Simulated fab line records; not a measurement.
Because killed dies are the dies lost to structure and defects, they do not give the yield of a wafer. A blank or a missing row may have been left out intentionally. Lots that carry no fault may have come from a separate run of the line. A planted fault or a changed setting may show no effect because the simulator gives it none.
fab line records	flow rit-cmos
record: lots: 14	wafers: 42	last-day: 7
route steps=202 shown PLDD@120 SDANNEAL@156 M1@186
lots with no fault: from the same line, run without faults
start-h: the number of hours between the record's first day and the start of the first shown wafer of the lot	wait-h: how many hours have passed since the lot's step before this one	" as in the row above	L1.1+2: one row covering several wafers at once	- no value, or no start was given	* or withheld: withheld	< > ~ a bound
route shown NAME@n: a module of which the file shows steps, and the number in the route of the first	usual: the fault-free wafers' mean and standard deviation	same: alike in all rows	chamber/n: place in a boat	sites: the reading at each site	_std_site: the standard deviation of these	_edge_site: outer sites' mean less inner sites'	radius-mm: how far each site lies from the wafer's centre	mask NAME#n: copy n	behind: the most recent tool/chamber to have shaped the wafer	hold: what put the lot on hold/how long, in hours/how the hold closed	device: names the non-switching transistor (n, p or np)	end of line: tests of these same wafers at the route's end	a step without rows: its recipe alone	killed: dies that structure and defects cost at the first sort, which is not the same as the wafer's yield	map: shows each die of a wafer: x if killed, . if not, _ if none is there
set.NAME: the setting the step ran with; set.NAME@STEP: the setting that earlier step ran with	model.NAME: the simulator's own value behind a step, which no gauge read
steps of the route over a sample of lots; a table a step, a row a wafer
services: from which hour (start-h, from the record's first day; less than 0 if before it) a tool's chamber was out of use, for how many hours, and why
== steps ==
step: RIT_PLDD_OVL_MEAS_06
usual: PLDD_OVL: 0.2/1.3
lot.wafer	tool	chamber	start-h	wait-h	PLDD_OVL[nm]
L683.2	overlay-01	-	46.20	-	3.2
L683.5	"	-	"	"	2.7
L683.6	"	-	"	"	1.8
L684.2	overlay-01	-	53.02	-	0.0
L684.3	"	-	"	"	-0.8
L684.5	"	-	"	"	-0.5
L685.2	overlay-02	-	55.17	-	0.9
L685.3	"	-	"	"	-0.5
L685.6	"	-	"	"	-0.2
L686.2	overlay-02	-	62.43	-	-0.1
L686.4	"	-	"	"	1.8
L686.5	"	-	"	"	0.8
L687.1	overlay-02	-	66.75	-	1.7
L687.3	"	-	"	"	-0.4
L687.6	"	-	"	"	0.3
L688.2	overlay-02	-	70.14	-	0.5
L688.5	"	-	"	"	1.8
L688.6	"	-	"	"	1.9
L689.1	overlay-02	-	73.56	-	1.6
L689.3	"	-	"	"	-0.9
L689.5	"	-	"	"	-0.5
L691.3	overlay-01	-	83.90	-	1.3
L691.5	"	-	"	"	-1.1
L691.6	"	-	"	"	-1.2
L697.4	overlay-01	-	113.75	-	-1.4
L697.5	"	-	"	"	0.8
L697.6	"	-	"	"	0.8
L699.2	overlay-02	-	123.68	-	-0.3
L699.3	"	-	"	"	0.1
L699.6	"	-	"	"	-1.1
L700.1	overlay-02	-	127.84	-	-0.5
L700.2	"	-	"	"	0.2
L700.6	"	-	"	"	-0.4
L703.3	overlay-02	-	143.16	-	-2.6
L703.5	"	-	"	"	-1.5
L703.6	"	-	"	"	-0.6
L704.3	overlay-01	-	150.19	-	-1.1
L704.5	"	-	"	"	1.9
L704.6	"	-	"	"	0.1
L705.1	overlay-01	-	155.48	-	0.1
L705.3	"	-	"	"	2.4
L705.4	"	-	"	"	1.7
step: RIT_SDANNEAL_RTA_03
recipe: temp-c: 1050	time-s: 5	idle-temp-c: 600	ramp-up-c-per-s: 342	ramp-down-c-per-s: 171	cool-to-c: 600	ambient: N2
usual: chamber-o2-ppm: 2.002/0.022	ramp-down-c-per-s: 171.00/0.03	wafer_temp_C_max: 1053.4/1.1
lot.wafer	tool	chamber	start-h	wait-h	chamber-o2-ppm	ramp-down-c-per-s	wafer_temp_C_max
L683.2	rtp-anneal-02	0	53.59	0.0	1.969	171.00	1050.9
L683.5	"	0	"	"	1.941	170.97	1055.1
L683.6	"	0	"	"	2.029	170.96	1052.3
L684.2	rtp-anneal-02	0	59.43	0.0	2.014	170.98	1053.9
L684.3	"	0	"	"	2.023	171.02	1055.2
L684.5	"	0	"	"	2.020	170.99	1053.7
L685.2	rtp-anneal-02	0	62.15	0.0	2.001	170.95	1051.6
L685.3	"	0	"	"	1.987	170.99	1056.2
L685.6	"	0	"	"	2.015	171.05	1054.1
L686.2	rtp-anneal-02	0	69.05	0.0	2.003	170.96	1055.2
L686.4	"	0	"	"	2.011	170.95	1053.7
L686.5	"	0	"	"	1.964	171.02	1052.1
L687.1	rtp-anneal-02	0	73.04	0.0	2.018	171.04	1053.4
L687.3	"	0	"	"	1.985	170.96	1052.8
L687.6	"	0	"	"	1.981	171.00	1053.5
L688.2	rtp-anneal-02	0	76.69	0.0	2.031	171.01	1051.5
L688.5	"	0	"	"	2.030	170.98	1052.1
L688.6	"	0	"	"	1.970	170.99	1052.6
L689.1	rtp-anneal-02	0	79.86	0.0	1.993	170.94	1053.2
L689.3	"	0	"	"	1.971	170.97	1054.5
L689.5	"	0	"	"	2.013	170.99	1053.9
L691.3	rtp-anneal-02	0	90.34	0.0	1.975	170.97	1052.9
L691.5	"	0	"	"	1.990	171.00	1054.1
L691.6	"	0	"	"	1.986	170.96	1051.7
L697.4	rtp-anneal-02	0	120.38	0.0	1.962	170.98	1053.1
L697.5	"	0	"	"	1.966	171.01	1053.5
L697.6	"	0	"	"	1.979	171.06	1054.8
L699.2	rtp-anneal-02	0	130.22	0.0	2.019	171.02	1053.5
L699.3	"	0	"	"	1.975	171.01	1053.6
L699.6	"	0	"	"	1.988	170.95	1054.4
L700.1	rtp-anneal-01	0	134.38	0.0	2.007	170.98	1054.3
L700.2	"	0	"	"	1.990	171.03	1054.5
L700.6	"	0	"	"	2.020	170.99	1053.4
L703.3	rtp-anneal-02	0	149.53	0.0	2.028	170.99	1051.0
L703.5	"	0	"	"	2.034	170.98	1053.9
L703.6	"	0	"	"	2.017	171.01	1052.9
L704.3	rtp-anneal-01	0	156.65	0.0	2.033	171.06	1052.4
L704.5	"	0	"	"	2.047	171.06	1053.4
L704.6	"	0	"	"	2.014	170.98	1052.7
L705.1	rtp-anneal-02	0	161.82	0.0	2.013	171.01	1052.8
L705.3	"	0	"	"	2.022	171.00	1053.4
L705.4	"	0	"	"	2.032	170.97	1053.6
step: RIT_M1_THK_MEAS_02
recipe: thk-meas-gauge: xrf	reads: Al_of_M1_SPUTTER_00
usual: M1_AL_THK: 391/4.2
lot.wafer	tool	chamber	start-h	wait-h	M1_AL_THK[nm]
L683.2	film-metro-01	-	57.42	0.1	392
L683.5	"	-	"	"	392
L683.6	"	-	"	"	387
L684.2	film-metro-01	-	63.15	0.1	392
L684.3	"	-	"	"	393
L684.5	"	-	"	"	394
L685.2	film-metro-02	-	66.13	0.1	383
L685.3	"	-	"	"	385
L685.6	"	-	"	"	383
L686.2	film-metro-01	-	72.78	0.1	394
L686.4	"	-	"	"	391
L686.5	"	-	"	"	394
L687.1	film-metro-02	-	76.88	0.1	390
L687.3	"	-	"	"	386
L687.6	"	-	"	"	390
L688.2	film-metro-01	-	80.60	0.1	393
L688.5	"	-	"	"	394
L688.6	"	-	"	"	394
L689.1	film-metro-03	-	83.74	0.1	389
L689.3	"	-	"	"	393
L689.5	"	-	"	"	389
L691.3	film-metro-01	-	94.07	0.1	395
L691.5	"	-	"	"	396
L691.6	"	-	"	"	398
L697.4	film-metro-01	-	124.13	0.1	387
L697.5	"	-	"	"	388
L697.6	"	-	"	"	390
L699.2	film-metro-02	-	133.94	0.1	384
L699.3	"	-	"	"	384
L699.6	"	-	"	"	382
L700.1	film-metro-01	-	138.11	0.1	391
L700.2	"	-	"	"	391
L700.6	"	-	"	"	390
L703.3	film-metro-01	-	153.40	0.1	393
L703.5	"	-	"	"	397
L703.6	"	-	"	"	392
L704.3	film-metro-03	-	160.48	0.1	392
L704.5	"	-	"	"	389
L704.6	"	-	"	"	386
L705.1	film-metro-01	-	165.83	0.1	385
L705.3	"	-	"	"	386
L705.4	"	-	"	"	383
step: RIT_M1_METAL_ETCH_12
recipe: stop-on: SiO2	chemistry: Cl2/BCl3	target: Al	time-s: 165	over-etch-frac: 0.5	pressure-mtorr: 98.29	target-depth-a: 6000	rf-w: 250	Cl2_flow_sccm: 60	bcl3-flow-sccm: 50
usual: drypump-motor-current-A: 5.8/0.35	oes-product-au: 0.774/0.014	throttle-valve-pct: 8.43/0.095
lot.wafer	tool	chamber	start-h	wait-h	drypump-motor-current-A	oes-product-au	rf-hours-counter-h	throttle-valve-pct
L683.2	rie-metal-04	1	58.92	0.2	5.2	0.772	4.1	8.44
L683.5	"	0	"	"	5.8	0.758	-	8.44
L683.6	"	1	"	"	5.2	0.772	-	8.45
L684.2	rie-metal-02	1	64.72	0.2	6.1	0.770	0.6	8.23
L684.3	"	1	"	"	6.1	0.769	-	8.24
L684.5	"	1	"	"	6.1	0.777	-	8.25
L685.2	rie-metal-01	1	67.65	0.2	6.3	0.756	2.2	8.45
L685.3	"	1	"	"	6.3	0.744	-	8.44
L685.6	"	1	"	"	6.3	0.751	-	8.45
L686.2	rie-metal-04	1	74.24	0.2	5.2	0.774	4.3	8.45
L686.4	"	0	"	"	5.8	0.763	-	8.43
L686.5	"	1	"	"	5.2	0.770	-	8.43
L687.1	rie-metal-02	1	78.42	0.2	6.0	0.779	0.7	8.26
L687.3	"	0	"	"	5.9	0.786	-	8.56
L687.6	"	1	"	"	6.1	0.761	-	8.23
L688.2	rie-metal-01	1	82.07	0.2	6.3	0.765	2.3	8.45
L688.5	"	1	"	"	6.3	0.752	-	8.44
L688.6	"	0	"	"	5.7	0.786	-	8.44
L689.1	rie-metal-04	1	85.28	0.2	5.2	0.776	4.5	8.43
L689.3	"	0	"	"	5.8	0.759	-	8.44
L689.5	"	0	"	"	5.8	0.763	-	8.46
L691.3	rie-metal-01	0	95.57	0.2	5.7	0.787	-	8.42
L691.5	"	1	"	"	6.3	0.761	-	8.46
L691.6	"	0	"	"	5.7	0.799	-	8.43
L697.4	rie-metal-01	1	125.59	0.1	6.3	0.753	-	8.46
L697.5	"	1	"	"	6.3	0.754	-	8.45
L697.6	"	0	"	"	5.7	0.787	-	8.43
L699.2	rie-metal-02	0	135.40	0.2	5.9	0.791	1.5	8.56
L699.3	"	0	"	"	5.9	0.784	-	8.57
L699.6	"	1	"	"	6.0	0.757	-	8.24
L700.1	rie-metal-01	1	139.53	0.2	6.3	0.709	3.1	8.46
L700.2	"	0	"	"	5.7	0.738	3.1	8.44
L700.6	"	1	"	"	6.3	0.710	-	8.45
L703.3	rie-metal-01	1	154.78	0.2	6.3	0.705	-	8.47
L703.5	"	1	"	"	6.3	0.707	-	8.47
L703.6	"	0	"	"	5.7	0.737	-	8.41
L704.3	rie-metal-04	1	161.98	0.2	5.2	0.779	-	8.45
L704.5	"	0	"	"	5.8	0.759	-	8.43
L704.6	"	1	"	"	5.2	0.776	-	8.45
L705.1	rie-metal-02	1	167.18	0.2	6.1	0.768	1.8	8.23
L705.3	"	0	"	"	5.9	0.792	-	8.55
L705.4	"	1	"	"	6.1	0.762	-	8.25
step: RIT_M1_PROBE_99
usual: defect-limited-yield: 97.4/1.1	killed-at-contacts: 0.1/0.32	killed-at-front-end: 6.7/2.9	killed-dies: 6.8/2.9	killed-open: 3.3/1.7	killed-short: 3.4/2.1	sort_bin_3_pad_short: 0.1/0.2	sort_bin_5_function: 1.5/0.76	sort_bin_6_memory: 1.0/0.65	sort-n-pass: 257.2/2.9	sort-yield-pct: 97.4/1.1
same: gross-dies: 264	killed_at_M0_to_M3: 0	killed_at_M4_up: 0	killed-at-back-side: 0	killed-at-other: 0
lot.wafer	tool	chamber	start-h	wait-h	defect-limited-yield[%]	killed-at-contacts	killed-at-front-end	killed-dies	killed-open	killed-short	sort_bin_3_pad_short[%]	sort_bin_5_function[%]	sort_bin_6_memory[%]	sort-n-pass	sort-yield-pct[%]
L683.2	prober-02	-	61.22	0.1	99.6	0	1	1	0	1	0	0.4	0	263.0	99.6
L683.5	prober-02	-	61.37	0.2	98.5	0	4	4	2	2	0	1.1	0.4	260.0	98.5
L683.6	prober-02	-	61.42	0.2	97.7	0	6	6	3	3	0	1.5	0.8	258.0	97.7
L684.2	prober-01	-	68.72	0.1	98.1	0	5	5	3	2	0	1.9	0	259.0	98.1
L684.3	prober-01	-	68.77	0.2	96.2	0	10	10	6	4	0.4	0.8	2.7	254.0	96.2
L684.5	prober-01	-	68.87	0.2	97.3	0	7	7	1	6	0	1.5	1.1	257.0	97.3
L685.2	prober-02	-	72.90	0.1	97.0	1	7	8	2	6	0.4	1.9	0.8	256.0	97.0
L685.3	prober-02	-	72.95	0.2	97.7	0	6	6	3	3	0.4	1.5	0.4	258.0	97.7
L685.6	prober-02	-	73.10	0.2	97.0	1	7	8	5	3	0.4	2.3	0.4	256.0	97.0
L686.2	prober-01	-	76.54	0.1	95.8	0	11	11	4	7	0	2.7	1.5	253.0	95.8
L686.4	prober-01	-	76.64	0.2	97.0	0	8	8	4	4	0.4	1.5	1.1	256.0	97.0
L686.5	prober-01	-	76.69	0.2	98.1	0	5	5	2	3	0	1.1	0.8	259.0	98.1
L687.1	prober-02	-	81.03	0.1	97.3	0	7	7	3	4	0.4	2.3	0	257.0	97.3
L687.3	prober-02	-	81.13	0.2	97.3	0	7	7	4	3	0	1.5	1.1	257.0	97.3
L687.6	prober-02	-	81.28	0.2	97.7	0	6	6	4	2	0	1.5	0.8	258.0	97.7
L688.2	prober-01	-	84.63	0.1	97.0	0	8	8	4	4	0	2.3	0.8	256.0	97.0
L688.5	prober-01	-	84.78	0.2	97.0	0	8	8	5	3	0	1.9	1.1	256.0	97.0
L688.6	prober-01	-	84.83	0.2	95.8	0	11	11	6	5	0	3.0	1.1	253.0	95.8
L689.1	prober-02	-	87.53	0.1	98.5	1	3	4	3	1	0	0	1.5	260.0	98.5
L689.3	prober-02	-	87.63	0.2	96.2	0	10	10	7	3	0	1.9	1.9	254.0	96.2
L689.5	prober-02	-	87.73	0.2	98.5	0	4	4	2	2	0.4	0.8	0.4	260.0	98.5
L691.3	prober-02	-	98.53	0.2	97.7	0	6	6	4	2	0	1.5	0.8	258.0	97.7
L691.5	prober-02	-	98.63	0.2	96.2	0	10	10	4	6	0	1.5	2.3	254.0	96.2
L691.6	prober-02	-	98.68	0.2	95.5	2	10	12	2	10	0.8	1.5	2.3	252.0	95.5
L697.4	prober-02	-	128.59	0.2	98.1	0	5	5	3	2	0	1.1	0.8	259.0	98.1
L697.5	prober-02	-	128.64	0.2	98.9	0	3	3	1	2	0	0.4	0.8	261.0	98.9
L697.6	prober-02	-	128.69	0.2	96.2	0	10	10	5	5	0	1.9	1.9	254.0	96.2
L699.2	prober-02	-	140.25	0.1	96.6	0	9	9	6	2	0	2.7	0.8	255.0	96.6
L699.3	prober-02	-	140.30	0.2	98.1	0	5	5	3	2	0	1.5	0.4	259.0	98.1
L699.6	prober-02	-	140.45	0.2	96.2	0	10	10	4	6	0	2.3	1.5	254.0	96.2
L700.1	prober-01	-	143.88	0.1	97.7	0	6	6	3	3	0	1.1	1.1	258.0	97.7
L700.2	prober-01	-	143.93	0.1	95.1	0	13	13	5	8	0	3.4	1.5	251.0	95.1
L700.6	prober-01	-	144.13	0.2	95.8	0	11	11	3	8	0	3.0	1.1	253.0	95.8
L703.3	prober-02	-	157.08	0.2	97.7	0	6	6	2	4	0	1.5	0.8	258.0	97.7
L703.5	prober-02	-	157.18	0.2	95.8	1	10	11	3	8	0.4	2.7	1.1	253.0	95.8
L703.6	prober-02	-	157.23	0.2	97.3	0	7	7	4	3	0	1.9	0.8	257.0	97.3
L704.3	prober-01	-	165.17	0.2	97.0	1	7	8	2	6	0	0.8	2.3	256.0	97.0
L704.5	prober-01	-	165.27	0.2	97.3	0	7	7	2	5	0.4	1.5	0.8	257.0	97.3
L704.6	prober-01	-	165.32	0.2	98.5	0	4	4	2	2	0	1.1	0.4	260.0	98.5
L705.1	prober-02	-	169.43	0.1	98.9	0	3	3	1	2	0	1.1	0	261.0	98.9
L705.3	prober-02	-	169.53	0.2	98.5	0	4	4	3	1	0	0.4	1.1	260.0	98.5
L705.4	prober-02	-	169.58	0.2	97.3	0	7	7	5	2	0	1.9	0.8	257.0	97.3
killed by level:class
L683.2 GATE:geometric-particle:short=1
L683.5 FOX2:geometric-particle:short=2 FOX2:geometric-particle:open=1 SPACER:geometric-particle:open=1
L683.6 GATE:geometric-particle:open=2 GATE:geometric-particle:short=2 FOX2:geometric-particle:short=1 REOX:geometric-particle:open=1
L684.2 SPACER:geometric-particle:open=2 GATE:geometric-particle:open=1 GATE:geometric-particle:short=1 SPACER:geometric-particle:short=1
L684.3 SPACER:geometric-particle:open=3 ACTIVE:geometric-particle:open=1 FOX1:geometric-particle:short=1 FOX1:geometric-particle:open=1 GATE:geometric-particle:open=1 GATE:geometric-particle:short=1 REOX:geometric-particle:short=1 SILICIDE:geometric-particle:short=1
L684.5 GATE:geometric-particle:short=3 FOX1:geometric-particle:short=2 SPACER:geometric-particle:open=1 SILICIDE:geometric-particle:short=1
L685.2 SILICIDE:geometric-particle:short=3 FOX1:geometric-particle:short=2 GATE:geometric-particle:short=1 REOX:geometric-particle:open=1 CONTACT:geometric-particle:open=1
L685.3 GATE:geometric-particle:short=2 FOX2:geometric-particle:short=1 GATE:geometric-particle:open=1 REOX:geometric-particle:open=1 SILICIDE:geometric-particle:open=1
L685.6 REOX:geometric-particle:open=3 FOX1:geometric-particle:short=1 GATE:geometric-particle:short=1 REOX:geometric-particle:short=1 SILICIDE:geometric-particle:open=1 CONTACT:geometric-particle:open=1
L686.2 GATE:geometric-particle:short=5 GATE:geometric-particle:open=4 FOX1:geometric-particle:short=1 SPACER:geometric-particle:short=1
L686.4 GATE:geometric-particle:open=3 GATE:geometric-particle:short=2 SPACER:geometric-particle:short=2 SILICIDE:geometric-particle:open=1
L686.5 GATE:geometric-particle:open=2 GATE:geometric-particle:short=2 REOX:geometric-particle:short=1
L687.1 FOX1:geometric-particle:short=2 FOX2:geometric-particle:short=1 FOX1:geometric-particle:open=1 FOX2:geometric-particle:open=1 SPACER:geometric-particle:open=1 SILICIDE:geometric-particle:short=1
L687.3 REOX:geometric-particle:open=2 FOX1:geometric-particle:short=1 FOX1:geometric-particle:open=1 GATE:geometric-particle:open=1 GATE:geometric-particle:short=1 REOX:geometric-particle:short=1
L687.6 SILICIDE:geometric-particle:short=2 SILICIDE:geometric-particle:open=2 FOX1:geometric-particle:open=1 REOX:geometric-particle:open=1
L688.2 FOX1:geometric-particle:open=2 FOX1:geometric-particle:short=2 GATE:geometric-particle:short=2 SILICIDE:geometric-particle:open=2
L688.5 GATE:geometric-particle:open=3 FOX1:geometric-particle:short=1 FOX1:geometric-particle:open=1 SILICIDE:geometric-particle:open=1 GATE:geometric-particle:short=1 REOX:geometric-particle:short=1
L688.6 GATE:geometric-particle:open=5 GATE:geometric-particle:short=2 SILICIDE:geometric-particle:short=2 FOX1:geometric-particle:open=1 REOX:geometric-particle:short=1
L689.1 GATE:geometric-particle:short=1 GATE:geometric-particle:open=1 SILICIDE:geometric-particle:open=1 CONTACT:geometric-particle:open=1
L689.3 GATE:geometric-particle:open=5 GATE:geometric-particle:short=2 REOX:geometric-particle:open=1 REOX:geometric-particle:short=1 SPACER:geometric-particle:open=1
L689.5 GATE:geometric-particle:short=2 FOX1:geometric-particle:open=1 SPACER:geometric-particle:open=1
L691.3 FOX2:geometric-particle:open=1 GATE:geometric-particle:short=1 REOX:geometric-particle:open=1 SPACER:geometric-particle:short=1 SPACER:geometric-particle:open=1 SILICIDE:geometric-particle:open=1
L691.5 SPACER:geometric-particle:short=4 GATE:geometric-particle:short=2 SPACER:geometric-particle:open=2 REOX:geometric-particle:open=1 SILICIDE:geometric-particle:open=1
L691.6 REOX:geometric-particle:short=3 SPACER:geometric-particle:short=3 FOX1:geometric-particle:short=1 GATE:geometric-particle:short=1 REOX:geometric-particle:open=1 SILICIDE:geometric-particle:short=1 CONTACT:geometric-particle:open=1 CONTACT:geometric-particle:short=1
L697.4 GATE:geometric-particle:open=2 REOX:geometric-particle:short=1 SILICIDE:geometric-particle:open=1 SILICIDE:geometric-particle:short=1
L697.5 GATE:geometric-particle:short=1 REOX:geometric-particle:short=1 REOX:geometric-particle:open=1
L697.6 GATE:geometric-particle:open=3 GATE:geometric-particle:short=3 FOX2:geometric-particle:open=2 FOX1:geometric-particle:short=1 SPACER:geometric-particle:short=1
L699.2 GATE:geometric-particle:open=3 FOX1:geometric-particle:open=1 GATE:geometric-particle:short=1 REOX:geometric-particle:short=1 REOX:geometric-particle:open=1 SPACER:geometric-particle:open=1 NLDD:coat-microbubble-printed=1
L699.3 GATE:geometric-particle:open=2 FOX1:geometric-particle:short=1 GATE:geometric-particle:short=1 SILICIDE:geometric-particle:open=1
L699.6 SPACER:geometric-particle:short=3 SILICIDE:geometric-particle:open=2 FOX1:geometric-particle:short=1 GATE:geometric-particle:open=1 REOX:geometric-particle:short=1 SPACER:geometric-particle:open=1 SILICIDE:geometric-particle:short=1
L700.1 SPACER:geometric-particle:open=2 FOX2:geometric-particle:short=1 GATE:geometric-particle:short=1 REOX:geometric-particle:open=1 SILICIDE:geometric-particle:short=1
L700.2 FOX1:geometric-particle:short=3 SILICIDE:geometric-particle:open=2 FOX2:geometric-particle:open=2 GATE:geometric-particle:short=2 SPACER:geometric-particle:short=2 SPACER:geometric-particle:open=1 SILICIDE:geometric-particle:short=1
L700.6 FOX2:geometric-particle:short=2 FOX2:geometric-particle:open=2 SPACER:geometric-particle:short=2 SILICIDE:geometric-particle:short=2 FOX1:geometric-particle:short=1 GATE:geometric-particle:short=1 GATE:geometric-particle:open=1
L703.3 REOX:geometric-particle:short=2 FOX2:geometric-particle:short=1 GATE:geometric-particle:open=1 GATE:geometric-particle:short=1 SPACER:geometric-particle:open=1
L703.5 GATE:geometric-particle:short=4 SPACER:geometric-particle:open=2 FOX1:geometric-particle:short=1 SPACER:geometric-particle:short=1 SILICIDE:geometric-particle:short=1 SILICIDE:geometric-particle:open=1 CONTACT:geometric-particle:short=1
L703.6 GATE:geometric-particle:open=2 FOX1:geometric-particle:open=1 FOX1:geometric-particle:short=1 REOX:geometric-particle:short=1 SILICIDE:geometric-particle:open=1 SILICIDE:geometric-particle:short=1
L704.3 GATE:geometric-particle:short=3 FOX1:geometric-particle:short=2 GATE:geometric-particle:open=1 REOX:geometric-particle:open=1 CONTACT:geometric-particle:short=1
L704.5 GATE:geometric-particle:short=2 REOX:geometric-particle:short=2 FOX2:geometric-particle:short=1 GATE:geometric-particle:open=1 SPACER:geometric-particle:open=1
L704.6 GATE:geometric-particle:short=2 FOX2:geometric-particle:open=1 GATE:geometric-particle:open=1
L705.1 FOX1:geometric-particle:short=1 GATE:geometric-particle:short=1 GATE:geometric-particle:open=1
L705.3 REOX:geometric-particle:open=2 FOX1:geometric-particle:open=1 SILICIDE:geometric-particle:short=1
L705.4 FOX1:geometric-particle:open=1 SPACER:geometric-particle:open=1 FOX2:geometric-particle:open=1 GATE:geometric-particle:open=1 GATE:geometric-particle:short=1 REOX:geometric-particle:open=1 SILICIDE:geometric-particle:short=1
== services ==
tool	chamber	start-h	hours	kind
rtp-anneal-01	-	37.93	58.4	pm
rie-metal-04	1	40.44	1.1	repair
rie-metal-04	0	66.78	3.4	repair
rie-metal-02	0	88.75	3.6	repair
== key ==
first-sign: step: RIT_M1_METAL_ETCH_12	reading: oes-product-au	direction: down	sigmas: 4	usual: 0.774	struck: 0.718
effect none on later readings
met-at RIT_M1_METAL_ETCH_12
struck-lots L700,L703
not-acting-at RIT_PLDD_OVL_MEAS_06,RIT_SDANNEAL_RTA_03,RIT_M1_THK_MEAS_02
onset-between 125.59 139.53
fault: kind: process-parameter-drift	tool: rie-metal-01	chamber: -	onset-h: 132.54	steps: RIT_M1_METAL_ETCH_12	channel: target-depth-a	offset: 828.17	shape: step	end-h: 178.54	stated: 6000
